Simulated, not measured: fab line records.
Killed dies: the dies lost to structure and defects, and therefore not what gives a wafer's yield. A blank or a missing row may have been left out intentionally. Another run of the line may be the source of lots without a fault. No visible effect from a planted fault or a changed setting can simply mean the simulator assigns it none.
Which tool is to blame? | flow ritCmos | 14 lots, 42 wafers sampled, at 1 step of a route of 202

## WHAT EACH GAUGE READ, for each wafer
Not one reading of a measure or inspect step in the record can be checked against a usual standard deviation.

## WHAT TOOL EACH LOT RAN ON (gives the tool, then ch and the chambers of the sampled wafers, and finally the start)
lot  | RIT_REOX_OXIDATION_03
L197 | furnace-04 ch 0, day 3 05:02
L198 | furnace-04 ch 0, day 3 05:02
L199 | furnace-01 ch 0, day 3 15:05
L200 | furnace-01 ch 0, day 3 22:51
L203 | furnace-01 ch 0, day 4 15:45
L204 | furnace-03 ch 0, day 4 17:58
L205 | furnace-04 ch 0, day 4 22:52
L208 | furnace-01 ch 0, day 5 07:59
L210 | furnace-01 ch 0, day 6 02:19
L211 | furnace-03 ch 0, day 6 03:59
L212 | furnace-01 ch 0, day 6 04:52
L213 | furnace-04 ch 0, day 6 23:05
L214 | furnace-04 ch 0, day 6 23:05
L219 | furnace-04 ch 0, day 8 08:21
- RIT_REOX_OXIDATION_03: target thk 25.2 nm, ox time 5580 s.

## AS READ BY THE TOOLS THEMSELVES (means over the sampled wafers that have a number; for cases with no such wafer, the mark the record gives instead)
RIT_REOX_OXIDATION_03. Usual: spikeTcCentreC 903.0 C, standard deviation 1.1; zonePowerCentrePct 42.6 %, standard deviation 2.3.
lot  | tool       | spikeTcCentreC (C) | zonePowerCentrePct (%) | flag
L197 | furnace-04 | 903.8              | 43.2                   | 
L198 | furnace-04 | 903.8              | 43.0                   | 
L199 | furnace-01 | 902.7              | 40.7                   | 
L200 | furnace-01 | 902.5              | 40.1                   | 
L203 | furnace-01 | 902.0              | 39.9                   | 
L204 | furnace-03 | 902.4              | 45.1                   | 
L205 | furnace-04 | 903.4              | 43.5                   | 
L208 | furnace-01 | 901.7              | 39.9                   | 
L210 | furnace-01 | 883.3              | 32.5                   | OFF
L211 | furnace-03 | 902.4              | 45.5                   | 
L212 | furnace-01 | 882.9              | 32.3                   | OFF
L213 | furnace-04 | 904.3              | 43.4                   | 
L214 | furnace-04 | 903.8              | 42.9                   | 
L219 | furnace-04 | 903.6              | 43.5                   | 

## THE ANSWER, worked out from the rows above alone
Rule: lot off if the mean of its wafers having a number is beyond 3 standard deviations from the usual mean. Also off: a lot with no number at a reading for which 4 or more lots have one. The other lots that the step has rows for count as sound. After the gauges, taken in route order, come the tools' own readings; for these a lot's mean is taken, as printed above. The first step at which some lot is off is used, and at that step the reading that is off furthest; a lot without a number counts as furthest.
Off: L210, L212, at RIT_REOX_OXIDATION_03 (spikeTcCentreC).
If a tool, at that step or one of the process steps before it, ran each lot that is off and ran no sound lot following the first of them, it fits. One fits: furnace-01 at RIT_REOX_OXIDATION_03. A fault onset in the window from L208 (day 5 07:59, its last sound lot) to L210 (day 6 02:19, its first lot off) fits.
The tool's own readings at RIT_REOX_OXIDATION_03 bear it out: on the lots that are off they differ by more than 5 times the standard deviation of the sound lots' means. spikeTcCentreC reads 883.1 C there against 903.0 C on the sound lots; zonePowerCentrePct reads 32.4 % there against 42.6 % on the sound lots.

## WHAT THE SIMULATOR PUT IN
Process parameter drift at RIT_REOX_OXIDATION_03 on furnace-01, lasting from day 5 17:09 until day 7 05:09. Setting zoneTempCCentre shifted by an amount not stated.
Shown lots that were struck: L210, L212. The rule above reached the same finding.
